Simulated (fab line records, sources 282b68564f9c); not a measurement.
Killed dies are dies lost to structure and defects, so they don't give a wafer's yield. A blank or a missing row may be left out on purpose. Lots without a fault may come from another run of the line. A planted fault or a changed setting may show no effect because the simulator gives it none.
A struck lot beside a sound one | flow rit_cmos | 28 steps out of a route of 202
Sound: wafers L735.2, L735.3, L735.4. Struck: wafers L745.2, L745.3, L745.5. The cause comes at the end.
At each step with rows: each side's tool, then ch and its chambers, then its first start. Under that, the readings that differ: sound wafers | struck wafers | difference of the means | sigmas: that difference in standard deviations of wafers without a fault.
alike: readings whose means differ by less than 2 such deviations, and words and numbers that are the same on both sides. not compared: withheld readings, readings that some wafer has no value for, bounds like >300 that may hide the same value, and numbers for which the record gives no deviation and whose values overlap.
The two part at a step that has a row with sigmas, a row that says differs or no value, or rows on one side only. Numbers that don't overlap but have no deviation are shown without sigmas and don't part them. A reading that every wafer of one side lacks parts them only if that side has two wafers or more.

RIT_ACTIVE_BOW_MEAS_00:
  sound on film_metro-04, day 1 20:01; struck on film_metro-02, day 3 22:01
  alike: INCOMING_BOW
RIT_ACTIVE_OXIDATION_01: target thk 46.8 nm, ox time 3360 s.
  sound on furnace-04 ch 0, day 1 20:07; struck on furnace-04 ch 0, day 4 00:13
RIT_ACTIVE_THK_MEAS_02:
  sound on film_metro-04, day 1 22:04; struck on film_metro-01, day 4 02:10
  reading               | sound          | struck         | difference | sigmas
  ACTIVE_OXIDE_THK (nm) | 45.5 46.2 46.7 | 72.4 73.4 72.6 | +26.7      | +32
then, 1 step without rows for these wafers: RIT_ACTIVE_CVD_03 (deposits Si3N4 from SiH2Cl2/NH3, target thk 150 nm, time 1500 s).
RIT_ACTIVE_THK_MEAS_04:
  sound on film_metro-01, day 1 23:32; struck on film_metro-01, day 4 03:38
  alike: ACTIVE_NITRIDE_THK
then, 6 steps without rows for these wafers: RIT_ACTIVE_HMDS_05 (prime time 60 s); RIT_ACTIVE_COAT_06 (resist thk 1000 nm); RIT_ACTIVE_SOFTBAKE_07 (time 60 s); RIT_ACTIVE_EXPOSE_08 (exposes mask M1, target cd 1400 nm); RIT_ACTIVE_PEB_09; RIT_ACTIVE_DEVELOP_10 (develop time 50 s).
RIT_ACTIVE_CD_MEAS_11: target cd 1400 nm.
  sound on cd_sem-01, day 2 00:35; struck on cd_sem-01, day 4 04:44
  alike: cd_nm
then, 1 step without rows for these wafers: RIT_ACTIVE_HARDBAKE_12 (time 60 s).
RIT_ACTIVE_ETCH_13: etches Si3N4 in SF6, stops on SiO2, time 210 s, target depth 210 nm.
  sound on rie_diel-02 ch 0,1,3, day 2 00:50; struck on rie_diel-04 ch 0,2, day 4 05:07
  reading                                       | sound             | struck            | difference | sigmas
  oes_product_au (a.u.)                         | 0.816 0.813 0.816 | 0.851 0.830 0.849 | +0.028     | +2
  model.SiO2_of_ACTIVE_OXIDATION_01.thk_nm (nm) | 43.53 44.65 45.46 | 69.34 73.34 69.51 | +26.18     |
  alike: drypump_motor_current_A, throttle_valve_pct
  not compared: rf_hours_counter_h
RIT_ACTIVE_STRIP_14: strips in O2, time 180 s.
  sound on plasma_asher-02 ch 0,1, day 2 00:58; struck on plasma_asher-04 ch 0,1, day 4 05:26
  alike: drypump_motor_current_A
  not compared: rf_hours_counter_h
RIT_ACTIVE_CD_MEAS_90: target cd 1400 nm.
  sound on cd_sem-01, day 2 01:10; struck on cd_sem-01, day 4 05:38
  alike: cd_nm
then, 4 steps without rows for these wafers: RIT_ACTIVE_CLEAN_15 (cleans in SC1, time 600 s); RIT_ACTIVE_CLEAN_16 (cleans in dHF, time 30 s); RIT_ACTIVE_CLEAN_17 (cleans in SC2, time 600 s); RIT_FOX1_OXIDATION_00 (target thk 350.7 nm, ox time 1130 s).
RIT_FOX1_THK_MEAS_01:
  sound on film_metro-03, day 2 03:50; struck on film_metro-03, day 4 07:29
  alike: FOX1_OXIDE_THK
then, 2 steps without rows for these wafers: RIT_FOX1_WET_ETCH_02 (etches SiO2 in BOE, target depth 350 nm, time 390 s); RIT_FOX2_OXIDATION_00 (target thk 350.7 nm, ox time 1130 s).
RIT_FOX2_THK_MEAS_01:
  sound on film_metro-04, day 2 05:19; struck on film_metro-03, day 4 10:33
  alike: FOX2_OXIDE_THK
then, 1 step without rows for these wafers: RIT_FOX2_CLEAN_02 (cleans in dHF, time 180 s).
RIT_FOX2_WET_ETCH_03: etches Si3N4 in H3PO4, target depth 195 nm, time 2700 s.
  sound on wet_bench-03 ch 0, day 2 05:26; struck on wet_bench-01 ch 0, day 4 10:40
  reading                                       | sound            | struck            | difference | sigmas
  model.SiO2_of_ACTIVE_OXIDATION_01.thk_nm (nm) | 38.58 39.6 40.29 | 61.46 64.96 61.58 | +23.18     |
RIT_FOX2_THK_MEAS_90:
  sound on film_metro-03, day 2 06:58; struck on film_metro-03, day 4 11:26
  alike: FIELD_OXIDE_LEFT_1_THK
RIT_M1_PROBE_99:
  sound on prober-01, day 4 01:31; struck on prober-01, day 6 08:50
  alike: killed_at_M0_to_M3, killed_at_front_end, killed_dies, killed_open, killed_short

WHERE THEY PART
First at RIT_ACTIVE_THK_MEAS_02; last, within this record, at RIT_ACTIVE_ETCH_13. Later steps at which nothing parts them and some readings are alike: RIT_ACTIVE_STRIP_14, RIT_ACTIVE_CD_MEAS_90, RIT_FOX1_THK_MEAS_01, RIT_FOX2_THK_MEAS_01, RIT_FOX2_THK_MEAS_90, RIT_M1_PROBE_99.

WHY: what the simulator had put in
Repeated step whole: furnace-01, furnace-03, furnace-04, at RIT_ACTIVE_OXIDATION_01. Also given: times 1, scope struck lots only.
